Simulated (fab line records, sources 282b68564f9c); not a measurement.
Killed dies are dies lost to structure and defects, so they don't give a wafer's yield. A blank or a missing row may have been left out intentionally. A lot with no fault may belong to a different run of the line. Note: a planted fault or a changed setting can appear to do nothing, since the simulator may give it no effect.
fab line records + flow ritCmos
[record]
- lots = 6
- wafers = 18
- lastDay = 7
route steps=202 shown SPACER@127 NSD@131 PSD@143 SDANNEAL@153 M1@202
lots that met no fault: taken from a fault-free run of the same line
startH: the number of hours between the record's first day and the start of the first shown wafer of the lot + waitH: hours since the lot's step before + " as in the row above + L1.1+2: a single row standing in for several wafers + - value missing, or start not given + * or withheld: withheld + < > ~ a bound
route shown NAME@n: names a module that has steps shown in the file, with the first one's number in the route + usual: mean/standard deviation of fault-free wafers + same: alike in all rows + chamber/n: place in a boat + sites: each site's reading + _std_site: their standard deviation + _edge_site: outer sites' mean less inner sites' + radiusMm: how far each site lies from the wafer's centre + mask NAME#n: copy n + behind: tool/chamber where the wafer was last shaped + hold: what put the lot on hold/how long, in hours/how the hold closed + device: the n, p or np transistor that did not switch + end of line: the same wafers' tests at the end of the route + where a step has no rows: the recipe by itself + killed: not the wafer's yield, but the dies lost to structure and defects at the first sort + map: dies across one wafer; x = killed, . = not, _ = none there
set.NAME: the setting the step ran with; set.NAME@STEP: the setting that earlier step ran with + model.NAME: the simulator's own value behind a step, which no gauge read
lots at selected steps of the route; one table per step, one row per wafer
services: a tool's chamber out of use, with start hour (startH, from the record's first day; less than 0 if before it), hours out, and reason
[[steps]]
[step RIT_SPACER_CLEAN_02]
[recipe]
- chemistry = SC2
- mix = 3:3:50
- timeS = 600
- tempC = 75
- dry = n2Spin
[step RIT_SPACER_CVD_03]
[recipe]
- material = Si3N4
- targetThkNm = 250
- tempC = 810
- precursor = SiH2Cl2/NH3
- timeS = 3300
- pressureMtorr = 300
- sih2cl2FlowSccm = 60
- nh3FlowSccm = 150
[step RIT_SPACER_THK_MEAS_04]
[recipe]
- reads = Si3N4_of_SPACER_CVD_03
[usual]
- SPACER_NITRIDE_THK = 249.4/2.3
| lot.wafer | tool         | chamber | startH | waitH | SPACER_NITRIDE_THK[nm] |
|-----------|--------------|---------|--------|-------|------------------------|
| L370.2    | filmMetro-01 | -       | 46.93  | 0.0   | 248.1                  |
| L370.3    | "            | -       | "      | "     | 246.2                  |
| L370.6    | "            | -       | "      | "     | 246.7                  |
| L375.3    | filmMetro-04 | -       | 71.93  | 0.0   | 248.2                  |
| L375.4    | "            | -       | "      | "     | 248.9                  |
| L375.6    | "            | -       | "      | "     | 249.1                  |
| L383.1    | filmMetro-04 | -       | 111.40 | 0.0   | 247.9                  |
| L383.4    | "            | -       | "      | "     | 249.8                  |
| L383.5    | "            | -       | "      | "     | 247.7                  |
| L384.1    | filmMetro-03 | -       | 115.34 | 0.0   | 247.7                  |
| L384.2    | "            | -       | "      | "     | 247.3                  |
| L384.4    | "            | -       | "      | "     | 247.6                  |
| L385.1    | filmMetro-01 | -       | 121.51 | 0.0   | 252.6                  |
| L385.4    | "            | -       | "      | "     | 251.4                  |
| L385.6    | "            | -       | "      | "     | 250.4                  |
| L393.1    | filmMetro-04 | -       | 160.20 | 0.0   | 250.8                  |
| L393.3    | "            | -       | "      | "     | 250.2                  |
| L393.5    | "            | -       | "      | "     | 249.1                  |
[step RIT_SPACER_ETCHBACK_05]
[recipe]
- targetDepthA = 2500
- SF6_flow_sccm = 30
- CHF3_flow_sccm = 30
- target = Si3N4
- chemistry = SF6/CHF3
- pressureMtorr = 40
- rfW = 250
- timeS = 240
- stopOn = SiO2
[usual]
- drypumpMotorCurrentA = 5.9/0.44
- oesProductAu = 0.843/0.014
- throttleValvePct = 10.28/0.098
| lot.wafer | tool       | chamber | startH | waitH | drypumpMotorCurrentA | oesProductAu | rfHoursCounterH | throttleValvePct |
|-----------|------------|---------|--------|-------|----------------------|--------------|-----------------|------------------|
| L370.2    | rieDiel-02 | 0       | 46.98  | 0.0   | 6.4                  | 0.850        | 131             | 10.43            |
| L370.3    | "          | 1       | "      | "     | 5.8                  | 0.832        | 44              | 10.19            |
| L370.6    | "          | 3       | "      | "     | 6.1                  | 0.827        | -               | 10.29            |
| L375.3    | rieDiel-02 | 0       | 71.97  | 0.0   | 6.4                  | 0.858        | 132             | 10.45            |
| L375.4    | "          | 1       | "      | "     | 5.9                  | 0.844        | 45              | 10.20            |
| L375.6    | "          | 0       | "      | "     | 6.4                  | 0.852        | -               | 10.44            |
| L383.1    | rieDiel-02 | 0       | 111.46 | 0.1   | 6.4                  | 0.857        | 133             | 10.44            |
| L383.4    | "          | 1       | "      | "     | 5.9                  | 0.848        | 46              | 10.20            |
| L383.5    | "          | 3       | "      | "     | 6.1                  | 0.818        | -               | 10.30            |
| L384.1    | rieDiel-02 | 1       | 115.40 | 0.1   | 5.9                  | 0.830        | 46              | 10.18            |
| L384.2    | "          | 2       | "      | "     | 5.4                  | 0.834        | 4               | 10.25            |
| L384.4    | "          | 3       | "      | "     | 6.1                  | 0.827        | 8               | 10.30            |
| L385.1    | rieDiel-01 | 3       | 121.57 | 0.1   | 6.7                  | 0.864        | 3               | 10.17            |
| L385.4    | "          | 0       | "      | "     | 5.4                  | 0.827        | 67              | 10.29            |
| L385.6    | "          | 3       | "      | "     | 6.7                  | 0.863        | -               | 10.15            |
| L393.1    | rieDiel-02 | 2       | 160.26 | 0.1   | 5.4                  | 0.831        | 5               | 10.26            |
| L393.3    | "          | 0       | "      | "     | 6.4                  | 0.846        | 134             | 10.44            |
| L393.5    | "          | 3       | "      | "     | 6.1                  | 0.828        | -               | 10.29            |
[step RIT_NSD_HMDS_00]
[recipe]
- primeTimeS = 60
- primeTempC = 140
[step RIT_NSD_COAT_01]
[recipe]
- resist = NOVOLAK
- spinRpm = 3250
- resistThkNm = 993.2
[step RIT_NSD_SOFTBAKE_02]
[recipe]
- resist = NOVOLAK
- tempC = 90
- timeS = 60
[step RIT_NSD_EXPOSE_03]
[recipe]
- maskId = M9
- na = 0.57
- targetCdNm = 40700
- doseMj = 250
[step RIT_NSD_PEB_04]
[recipe]
- resist = NOVOLAK
- tempC = withheld
- timeS = withheld
[step RIT_NSD_DEVELOP_05]
[recipe]
- resist = NOVOLAK
- developTimeS = 50
- devTempC = 23
[step RIT_NSD_OVL_MEAS_06]
[usual]
- NSD_OVL = 0.4/1.2
| lot.wafer | tool       | chamber | startH | waitH | NSD_OVL[nm] |
|-----------|------------|---------|--------|-------|-------------|
| L370.2    | overlay-01 | -       | 47.99  | -     | -0.2        |
| L370.3    | "          | -       | "      | "     | 1.7         |
| L370.6    | "          | -       | "      | "     | 1.3         |
| L375.3    | overlay-01 | -       | 72.98  | -     | 0.5         |
| L375.4    | "          | -       | "      | "     | 1.2         |
| L375.6    | "          | -       | "      | "     | -1.0        |
| L383.1    | overlay-02 | -       | 112.77 | -     | 0.3         |
| L383.4    | "          | -       | "      | "     | 1.3         |
| L383.5    | "          | -       | "      | "     | -0.1        |
| L384.1    | overlay-02 | -       | 116.52 | -     | 1.6         |
| L384.2    | "          | -       | "      | "     | 2.3         |
| L384.4    | "          | -       | "      | "     | 2.4         |
| L385.1    | overlay-01 | -       | 122.69 | -     | -1.6        |
| L385.4    | "          | -       | "      | "     | -0.9        |
| L385.6    | "          | -       | "      | "     | -1.8        |
| L393.1    | overlay-02 | -       | 161.44 | -     | 0.3         |
| L393.3    | "          | -       | "      | "     | 1.1         |
| L393.5    | "          | -       | "      | "     | 0.7         |
[step RIT_NSD_HARDBAKE_07]
[recipe]
- resist = NOVOLAK
- tempC = 140
- timeS = 60
[step RIT_NSD_IMPLANT_08]
[recipe]
- species = P
- energyKev = 25
- doseCm2 = 1e+15
- tiltDeg = 7
[usual]
- doseIonsCm2 = 9.999e+14/1.1e+12
- faradayCurrentUA = 3138/57
| lot.wafer | tool         | chamber | startH | waitH | doseIonsCm2 | faradayCurrentUA |
|-----------|--------------|---------|--------|-------|-------------|------------------|
| L370.2    | implanter-03 | 0       | 48.19  | 0.1   | 1.0004e+15  | 3061             |
| L370.3    | "            | 0       | "      | "     | 9.988e+14   | 3183             |
| L370.6    | "            | 0       | "      | "     | 9.998e+14   | 3124             |
| L375.3    | implanter-03 | 0       | 73.20  | 0.1   | 9.995e+14   | 3129             |
| L375.4    | "            | 0       | "      | "     | 1.0004e+15  | 3142             |
| L375.6    | "            | 0       | "      | "     | 1.0005e+15  | 3011             |
| L383.1    | implanter-03 | 0       | 112.95 | 0.1   | 7.903e+14   | 2504             |
| L383.4    | "            | 0       | "      | "     | 7.916e+14   | 2514             |
| L383.5    | "            | 0       | "      | "     | 7.904e+14   | 2504             |
| L384.1    | implanter-03 | 0       | 116.71 | 0.1   | 7.936e+14   | 2568             |
| L384.2    | "            | 0       | "      | "     | 7.929e+14   | 2542             |
| L384.4    | "            | 0       | "      | "     | 7.913e+14   | 2471             |
| L385.1    | implanter-01 | 0       | 122.88 | 0.1   | 1.001e+15   | 3193             |
| L385.4    | "            | 0       | "      | "     | 1.001e+15   | 3089             |
| L385.6    | "            | 0       | "      | "     | 9.997e+14   | 3109             |
| L393.1    | implanter-01 | 0       | 161.77 | 0.1   | 9.999e+14   | 3200             |
| L393.3    | "            | 0       | "      | "     | 9.986e+14   | 3192             |
| L393.5    | "            | 0       | "      | "     | 9.999e+14   | 3129             |
[step RIT_NSD_STRIP_09]
[recipe]
- chemistry = O2
- timeS = 180
- resist = NOVOLAK
- platenTempC = withheld
- powerW = 500
- pressureMtorr = 4000
- o2FlowSccm = 4000
[usual]
- drypumpMotorCurrentA = 5.59/0.2
| lot.wafer | tool           | chamber | startH | waitH | drypumpMotorCurrentA | rfHoursCounterH |
|-----------|----------------|---------|--------|-------|----------------------|-----------------|
| L370.2    | plasmaAsher-02 | 0       | 48.32  | 0.1   | 5.73                 | 39              |
| L370.3    | "              | 1       | "      | "     | 5.37                 | -               |
| L370.6    | "              | 0       | "      | "     | 5.75                 | -               |
| L375.3    | plasmaAsher-04 | 1       | 73.36  | 0.1   | 5.58                 | -               |
| L375.4    | "              | 0       | "      | "     | 5.20                 | -               |
| L375.6    | "              | 0       | "      | "     | 5.19                 | -               |
| L383.1    | plasmaAsher-04 | 1       | 113.10 | 0.1   | 5.56                 | 33              |
| L383.4    | "              | 0       | "      | "     | 5.19                 | -               |
| L383.5    | "              | 1       | "      | "     | 5.55                 | -               |
| L384.1    | plasmaAsher-03 | 1       | 116.86 | 0.1   | 5.75                 | 48              |
| L384.2    | "              | 0       | "      | "     | 5.74                 | 48              |
| L384.4    | "              | 0       | "      | "     | 5.76                 | -               |
| L385.1    | plasmaAsher-03 | 1       | 123.03 | 0.1   | 5.74                 | 49              |
| L385.4    | "              | 0       | "      | "     | 5.73                 | -               |
| L385.6    | "              | 1       | "      | "     | 5.72                 | -               |
| L393.1    | plasmaAsher-04 | 0       | 161.92 | 0.1   | 5.20                 | 39              |
| L393.3    | "              | 0       | "      | "     | 5.21                 | -               |
| L393.5    | "              | 0       | "      | "     | 5.22                 | -               |
[step RIT_NSD_TW_MEAS_10]
[usual]
- NSD_TW = 3150/51
| lot.wafer | tool         | chamber | startH | waitH | hold                    | NSD_TW |
|-----------|--------------|---------|--------|-------|-------------------------|--------|
| L370.2    | filmMetro-03 | -       | 48.50  | 0.1   | -                       | 3190   |
| L370.3    | "            | -       | "      | "     | -                       | 3201   |
| L370.6    | "            | -       | "      | "     | -                       | 3192   |
| L375.3    | filmMetro-03 | -       | 73.50  | 0.1   | -                       | 3195   |
| L375.4    | "            | -       | "      | "     | -                       | 3184   |
| L375.6    | "            | -       | "      | "     | -                       | 3196   |
| L383.1    | filmMetro-01 | -       | 113.28 | 0.1   | awaitDispo/0.2h/release | 2925   |
| L383.4    | "            | -       | "      | "     | awaitDispo/0.2h/release | 2928   |
| L383.5    | "            | -       | "      | "     | awaitDispo/0.2h/release | 2910   |
| L383.1    | filmMetro-01 | -       | 113.51 | 0.2   | -                       | 2931   |
| L383.4    | "            | -       | "      | "     | -                       | 2924   |
| L383.5    | "            | -       | "      | "     | -                       | 2941   |
| L384.1    | filmMetro-02 | -       | 117.03 | 0.1   | -                       | 2989   |
| L384.2    | "            | -       | "      | "     | -                       | 2985   |
| L384.4    | "            | -       | "      | "     | -                       | 2991   |
| L385.1    | filmMetro-03 | -       | 123.20 | 0.1   | -                       | 3216   |
| L385.4    | "            | -       | "      | "     | -                       | 3204   |
| L385.6    | "            | -       | "      | "     | -                       | 3210   |
| L393.1    | filmMetro-03 | -       | 162.10 | 0.1   | -                       | 3218   |
| L393.3    | "            | -       | "      | "     | -                       | 3218   |
| L393.5    | "            | -       | "      | "     | -                       | 3204   |
[step RIT_PSD_COAT_01]
[recipe]
- resist = NOVOLAK
- spinRpm = 3250
- resistThkNm = 1000
[step RIT_PSD_SOFTBAKE_02]
[recipe]
- resist = NOVOLAK
- tempC = 90
- timeS = 59.03
[step RIT_PSD_EXPOSE_03]
[recipe]
- maskId = M10
- na = 0.57
- targetCdNm = 40900
- doseMj = 250
[step RIT_PSD_PEB_04]
[recipe]
- resist = NOVOLAK
- tempC = withheld
- timeS = withheld
[step RIT_PSD_DEVELOP_05]
[recipe]
- resist = NOVOLAK
- developTimeS = 50
- devTempC = 23
[step RIT_PSD_OVL_MEAS_06]
[usual]
- PSD_OVL = 0.6/1.4
| lot.wafer | tool       | chamber | startH | waitH | PSD_OVL[nm] |
|-----------|------------|---------|--------|-------|-------------|
| L370.2    | overlay-02 | -       | 49.73  | -     | -0.5        |
| L370.3    | "          | -       | "      | "     | -1.6        |
| L370.6    | "          | -       | "      | "     | -0.4        |
| L375.3    | overlay-02 | -       | 74.40  | -     | 0.1         |
| L375.4    | "          | -       | "      | "     | 0.3         |
| L375.6    | "          | -       | "      | "     | 1.0         |
| L384.1    | overlay-01 | -       | 118.07 | -     | 0.9         |
| L384.2    | "          | -       | "      | "     | 1.1         |
| L384.4    | "          | -       | "      | "     | 0.2         |
| L383.1    | overlay-01 | -       | 120.66 | -     | 0.3         |
| L383.4    | "          | -       | "      | "     | 0.6         |
| L383.5    | "          | -       | "      | "     | -0.4        |
| L385.1    | overlay-01 | -       | 124.11 | -     | -1.8        |
| L385.4    | "          | -       | "      | "     | -0.3        |
| L385.6    | "          | -       | "      | "     | -1.6        |
| L393.1    | overlay-02 | -       | 163.13 | -     | 1.2         |
| L393.3    | "          | -       | "      | "     | 1.5         |
| L393.5    | "          | -       | "      | "     | 2.4         |
[step RIT_PSD_HARDBAKE_07]
[recipe]
- resist = NOVOLAK
- tempC = 140
- timeS = 60
[step RIT_PSD_IMPLANT_08]
[recipe]
- species = BF2
- energyKev = 27
- doseCm2 = 5e+15
- tiltDeg = 7
[step RIT_PSD_STRIP_09]
[recipe]
- chemistry = O2
- timeS = 180
- resist = NOVOLAK
- platenTempC = withheld
- powerW = 500
- pressureMtorr = 4000
- o2FlowSccm = 4000
[usual]
- drypumpMotorCurrentA = 5.5/0.38
| lot.wafer | tool           | chamber | startH | waitH | drypumpMotorCurrentA | rfHoursCounterH |
|-----------|----------------|---------|--------|-------|----------------------|-----------------|
| L370.2    | plasmaAsher-01 | 0       | 50.06  | 0.1   | 6.2                  | 41              |
| L370.3    | "              | 1       | "      | "     | 4.8                  | -               |
| L370.6    | "              | 1       | "      | "     | 4.8                  | -               |
| L375.3    | plasmaAsher-04 | 0       | 74.78  | 0.1   | 5.2                  | -               |
| L375.4    | "              | 1       | "      | "     | 5.6                  | -               |
| L375.6    | "              | 0       | "      | "     | 5.2                  | -               |
| L384.1    | plasmaAsher-03 | 1       | 118.40 | 0.1   | 5.7                  | 48              |
| L384.2    | "              | 0       | "      | "     | 5.8                  | 48              |
| L384.4    | "              | 0       | "      | "     | 5.8                  | -               |
| L383.1    | plasmaAsher-04 | 0       | 121.40 | 0.1   | 5.2                  | 33              |
| L383.4    | "              | 0       | "      | "     | 5.2                  | -               |
| L383.5    | "              | 0       | "      | "     | 5.2                  | -               |
| L385.1    | plasmaAsher-04 | 0       | 124.45 | 0.1   | 5.2                  | 35              |
| L385.4    | "              | 0       | "      | "     | 5.2                  | -               |
| L385.6    | "              | 1       | "      | "     | 5.6                  | -               |
| L393.1    | plasmaAsher-03 | 0       | 163.47 | 0.1   | 5.7                  | 53              |
| L393.3    | "              | 1       | "      | "     | 5.8                  | -               |
| L393.5    | "              | 1       | "      | "     | 5.8                  | -               |
[step RIT_PSD_TW_MEAS_10]
[usual]
- PSD_TW = 3432/59
| lot.wafer | tool         | chamber | startH | waitH | PSD_TW |
|-----------|--------------|---------|--------|-------|--------|
| L370.2    | filmMetro-01 | -       | 50.25  | 0.1   | 3369   |
| L370.3    | "            | -       | "      | "     | 3372   |
| L370.6    | "            | -       | "      | "     | 3371   |
| L375.3    | filmMetro-03 | -       | 74.92  | 0.1   | 3499   |
| L375.4    | "            | -       | "      | "     | 3494   |
| L375.6    | "            | -       | "      | "     | 3492   |
| L384.1    | filmMetro-03 | -       | 118.58 | 0.1   | 3526   |
| L384.2    | "            | -       | "      | "     | 3521   |
| L384.4    | "            | -       | "      | "     | 3536   |
| L383.1    | filmMetro-03 | -       | 121.58 | 0.1   | 3505   |
| L383.4    | "            | -       | "      | "     | 3520   |
| L383.5    | "            | -       | "      | "     | 3518   |
| L385.1    | filmMetro-01 | -       | 124.63 | 0.1   | 3393   |
| L385.4    | "            | -       | "      | "     | 3408   |
| L385.6    | "            | -       | "      | "     | 3374   |
| L393.1    | filmMetro-01 | -       | 163.64 | 0.1   | 3376   |
| L393.3    | "            | -       | "      | "     | 3360   |
| L393.5    | "            | -       | "      | "     | 3367   |
[step RIT_SDANNEAL_CLEAN_00]
[recipe]
- chemistry = SC1
- mix = 3:3:50
- timeS = 600
- tempC = 75
[step RIT_SDANNEAL_CLEAN_01]
[recipe]
- chemistry = dHF
- dilution = 50:1
- timeS = 30
[step RIT_SDANNEAL_CLEAN_02]
[recipe]
- chemistry = SC2
- mix = 3:3:50
- timeS = 600
- tempC = 75
- dry = n2Spin
[step RIT_SDANNEAL_RTA_03]
[recipe]
- tempC = 1050
- timeS = 5
- idleTempC = 600
- rampUpCPerS = 342
- rampDownCPerS = 171
- coolToC = 600
- ambient = N2
[usual]
- wafer_temp_C_max = 1053.5/1.2
| lot.wafer | tool         | chamber | startH | waitH | wafer_temp_C_max |
|-----------|--------------|---------|--------|-------|------------------|
| L370.2    | rtpAnneal-02 | 0       | 50.69  | 0.0   | 1053.9           |
| L370.3    | "            | 0       | "      | "     | 1054.9           |
| L370.6    | "            | 0       | "      | "     | 1054.3           |
| L375.3    | rtpAnneal-01 | 0       | 75.34  | 0.0   | 1053.7           |
| L375.4    | "            | 0       | "      | "     | 1053.0           |
| L375.6    | "            | 0       | "      | "     | 1055.0           |
| L384.1    | rtpAnneal-01 | 0       | 119.04 | 0.0   | 1052.5           |
| L384.2    | "            | 0       | "      | "     | 1054.3           |
| L384.4    | "            | 0       | "      | "     | 1053.5           |
| L383.1    | rtpAnneal-01 | 0       | 122.20 | 0.0   | 1053.3           |
| L383.4    | "            | 0       | "      | "     | 1052.3           |
| L383.5    | "            | 0       | "      | "     | 1053.6           |
| L385.1    | rtpAnneal-02 | 0       | 125.07 | 0.0   | 1052.4           |
| L385.4    | "            | 0       | "      | "     | 1051.8           |
| L385.6    | "            | 0       | "      | "     | 1054.9           |
| L393.1    | rtpAnneal-02 | 0       | 164.07 | 0.0   | 1052.6           |
| L393.3    | "            | 0       | "      | "     | 1053.7           |
| L393.5    | "            | 0       | "      | "     | 1056.0           |
[step RIT_SDANNEAL_RS_MEAS_04]
[recipe]
- thkMeasGauge = four-point-probe
[usual]
- PSD_RS = 115.98/0.29
| lot.wafer | tool         | chamber | startH | waitH | PSD_RS[ohm/sq] |
|-----------|--------------|---------|--------|-------|----------------|
| L370.2    | filmMetro-02 | -       | 50.76  | 0.1   | 116.28         |
| L370.3    | "            | -       | "      | "     | 116.62         |
| L370.6    | "            | -       | "      | "     | 116.52         |
| L375.3    | filmMetro-03 | -       | 75.42  | 0.1   | 116.00         |
| L375.4    | "            | -       | "      | "     | 115.81         |
| L375.6    | "            | -       | "      | "     | 115.43         |
| L384.1    | filmMetro-02 | -       | 119.10 | 0.0   | 116.10         |
| L384.2    | "            | -       | "      | "     | 115.77         |
| L384.4    | "            | -       | "      | "     | 116.02         |
| L383.1    | filmMetro-02 | -       | 122.26 | 0.0   | 115.72         |
| L383.4    | "            | -       | "      | "     | 115.97         |
| L383.5    | "            | -       | "      | "     | 115.74         |
| L385.1    | filmMetro-02 | -       | 125.13 | 0.0   | 116.34         |
| L385.4    | "            | -       | "      | "     | 116.18         |
| L385.6    | "            | -       | "      | "     | 116.23         |
| L393.1    | filmMetro-03 | -       | 164.13 | 0.0   | 116.15         |
| L393.3    | "            | -       | "      | "     | 116.39         |
| L393.5    | "            | -       | "      | "     | 116.20         |
[step RIT_SDANNEAL_RS_MEAS_05]
[recipe]
- thkMeasGauge = four-point-probe
[usual]
- NSD_RS = 84.61/0.28
| lot.wafer | tool         | chamber | startH | waitH | hold                    | NSD_RS[ohm/sq] |
|-----------|--------------|---------|--------|-------|-------------------------|----------------|
| L370.2    | filmMetro-02 | -       | 50.88  | 0.1   | -                       | 85.09          |
| L370.3    | "            | -       | "      | "     | -                       | 84.93          |
| L370.6    | "            | -       | "      | "     | -                       | 84.89          |
| L375.3    | filmMetro-03 | -       | 75.54  | 0.1   | -                       | 84.41          |
| L375.4    | "            | -       | "      | "     | -                       | 84.84          |
| L375.6    | "            | -       | "      | "     | -                       | 84.60          |
| L384.1    | filmMetro-02 | -       | 119.22 | 0.1   | awaitDispo/0.2h/release | 102.08         |
| L384.2    | "            | -       | "      | "     | awaitDispo/0.2h/release | 101.81         |
| L384.4    | "            | -       | "      | "     | awaitDispo/0.2h/release | 102.16         |
| L384.1    | filmMetro-02 | -       | 119.58 | 0.3   | -                       | 101.70         |
| L384.2    | "            | -       | "      | "     | -                       | 101.85         |
| L384.4    | "            | -       | "      | "     | -                       | 102.25         |
| L383.1    | filmMetro-02 | -       | 122.38 | 0.1   | awaitDispo/0.2h/release | 102.03         |
| L383.4    | "            | -       | "      | "     | awaitDispo/0.2h/release | 102.05         |
| L383.5    | "            | -       | "      | "     | awaitDispo/0.2h/release | 102.12         |
| L383.1    | filmMetro-02 | -       | 122.73 | 0.3   | -                       | 102.04         |
| L383.4    | "            | -       | "      | "     | -                       | 102.19         |
| L383.5    | "            | -       | "      | "     | -                       | 102.16         |
| L385.1    | filmMetro-02 | -       | 125.25 | 0.1   | -                       | 84.35          |
| L385.4    | "            | -       | "      | "     | -                       | 84.72          |
| L385.6    | "            | -       | "      | "     | -                       | 84.55          |
| L393.1    | filmMetro-03 | -       | 164.25 | 0.1   | -                       | 84.35          |
| L393.3    | "            | -       | "      | "     | -                       | 84.52          |
| L393.5    | "            | -       | "      | "     | -                       | 84.18          |
[step RIT_M1_PROBE_99]
[usual]
- defectLimitedYield = 97.4/1.1
- killedAtFrontEnd = 6.9/3
- killedDies = 6.9/3
- killedOpen = 3.5/2
- killedShort = 3.4/2.1
- sort_bin_3_pad_short = 0.1/0.23
- sort_bin_5_function = 1.5/0.85
- sort_bin_6_memory = 1.0/0.59
- sortNPass = 257.1/3
- sortYieldPct = 97.4/1.1
[same]
- grossDies = 264
- killed_at_M0_to_M3 = 0
- killed_at_M4_up = 0
- killedAtBackSide = 0
- killedAtContacts = 0
- killedAtOther = 0
| lot.wafer | tool      | chamber | startH | waitH | defectLimitedYield[%] | killedAtFrontEnd | killedDies | killedOpen | killedShort | sort_bin_3_pad_short[%] | sort_bin_5_function[%] | sort_bin_6_memory[%] | sortNPass | sortYieldPct[%] |
|-----------|-----------|---------|--------|-------|-----------------------|------------------|------------|------------|-------------|-------------------------|------------------------|----------------------|-----------|-----------------|
| L370.2    | prober-01 | -       | 59.24  | 0.1   | 95.8                  | 11               | 11         | 3          | 8           | 0                       | 1.9                    | 2.3                  | 253.0     | 95.8            |
| L370.3    | prober-01 | -       | 59.29  | 0.2   | 92.8                  | 19               | 19         | 9          | 10          | 0                       | 6.1                    | 1.1                  | 245.0     | 92.8            |
| L370.6    | prober-01 | -       | 59.44  | 0.2   | 94.7                  | 14               | 14         | 6          | 8           | 0.8                     | 2.7                    | 1.9                  | 250.0     | 94.7            |
| L375.3    | prober-02 | -       | 82.94  | 0.2   | 96.6                  | 9                | 9          | 2          | 7           | 0.4                     | 1.1                    | 1.9                  | 255.0     | 96.6            |
| L375.4    | prober-02 | -       | 82.99  | 0.2   | 98.1                  | 5                | 5          | 4          | 1           | 0.4                     | 0.8                    | 0.8                  | 259.0     | 98.1            |
| L375.6    | prober-02 | -       | 83.09  | 0.2   | 95.5                  | 12               | 12         | 5          | 7           | 0                       | 2.3                    | 2.3                  | 252.0     | 95.5            |
// killed by level:class
L370.2 GATE:geometricParticle:short=5 FOX2:geometricParticle:short=2 GATE:geometricParticle:open=2 FOX1:geometricParticle:short=1 SPACER:geometricParticle:open=1
L370.3 GATE:geometricParticle:open=5 FOX1:geometricParticle:short=4 GATE:geometricParticle:short=4 FOX1:geometricParticle:open=1 FOX2:geometricParticle:short=1 FOX2:geometricParticle:open=1 REOX:geometricParticle:open=1 SPACER:geometricParticle:short=1
L370.6 SPACER:geometricParticle:short=4 GATE:geometricParticle:short=3 FOX1:geometricParticle:open=2 GATE:geometricParticle:open=2 FOX1:geometricParticle:short=1 REOX:geometricParticle:open=1 SPACER:geometricParticle:open=1
L375.3 GATE:geometricParticle:short=3 REOX:geometricParticle:short=2 GATE:geometricParticle:open=1 REOX:geometricParticle:open=1 SPACER:geometricParticle:short=1 SILICIDE:geometricParticle:short=1
L375.4 GATE:geometricParticle:open=2 REOX:geometricParticle:open=2 SILICIDE:geometricParticle:short=1
L375.6 GATE:geometricParticle:open=5 GATE:geometricParticle:short=3 FOX1:geometricParticle:short=2 FOX2:geometricParticle:short=1 REOX:geometricParticle:short=1
[[services]]
| tool           | chamber | startH | hours | kind      |
|----------------|---------|--------|-------|-----------|
| implanter-03   | -       | 27.59  | 1.2   | repair    |
| rieDiel-01     | -       | 31.44  | 0.4   | repair    |
| rieDiel-01     | 2       | 48.18  | 1.8   | repair    |
| rieDiel-01     | 1       | 59.16  | 34.2  | repair    |
| plasmaAsher-03 | -       | 61.16  | 2.7   | repair    |
| implanter-03   | -       | 64.28  | 3.0   | repair    |
| rieDiel-01     | -       | 66.61  | 14.6  | pm        |
| plasmaAsher-02 | -       | 70.02  | 8.1   | repair    |
| plasmaAsher-01 | -       | 74.99  | 3.2   | repair    |
| implanter-03   | -       | 81.27  | 1.4   | pm        |
| plasmaAsher-01 | -       | 90.39  | 5.1   | repair    |
| plasmaAsher-02 | -       | 108.75 | 9.0   | pm        |
| plasmaAsher-02 | 0       | 108.75 | 9.0   | ventCycle |
| plasmaAsher-02 | 1       | 108.75 | 9.0   | ventCycle |
| rtpAnneal-02   | -       | 115.26 | 4.0   | pm        |
| plasmaAsher-01 | -       | 115.79 | 4.3   | repair    |
| plasmaAsher-02 | 0       | 117.75 | -     | clean     |
| plasmaAsher-02 | 1       | 117.75 | -     | clean     |
| rieDiel-01     | -       | 119.03 | 0.6   | repair    |
| implanter-01   | -       | 150.12 | 3.1   | pm        |
[[key]]
[firstSign]
- step = RIT_NSD_IMPLANT_08
- reading = doseIonsCm2
- direction = down
- sigmas = 99+
- usual = 9.999e+14
- struck = 7.917e+14
[effect]
- step = RIT_NSD_IMPLANT_08
- reading = faradayCurrentUA
- direction = down
- sigmas = 11
- usual = 3138
- struck = 2517
[effect]
- step = RIT_NSD_TW_MEAS_10
- reading = visit
- direction = added
[effect]
- step = RIT_SDANNEAL_RS_MEAS_05
- reading = visit
- direction = added
[effect]
- step = RIT_SDANNEAL_RS_MEAS_05
- reading = NSD_RS
- direction = up
- sigmas = 62
- usual = 84.61
- struck = 102.04
metAt RIT_NSD_IMPLANT_08
struckWafers L383.1,L383.4,L383.5,L384.1,L384.2,L384.4
scrappedBehind RIT_SDANNEAL_RS_MEAS_05 L383.1,L383.4,L383.5,L384.1,L384.2,L384.4
onsetBetween 73.20 112.95
[fault]
- kind = processParameterDrift
- tool = implanter-03
- chamber = -
- onsetH = 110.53
- steps = RIT_NSD_IMPLANT_08
- channel = doseCm2
- offset = -2.0965e+14
- shape = step
- endH = 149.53
- actsIn = theseRecipesOnly
- stated = 1e+15
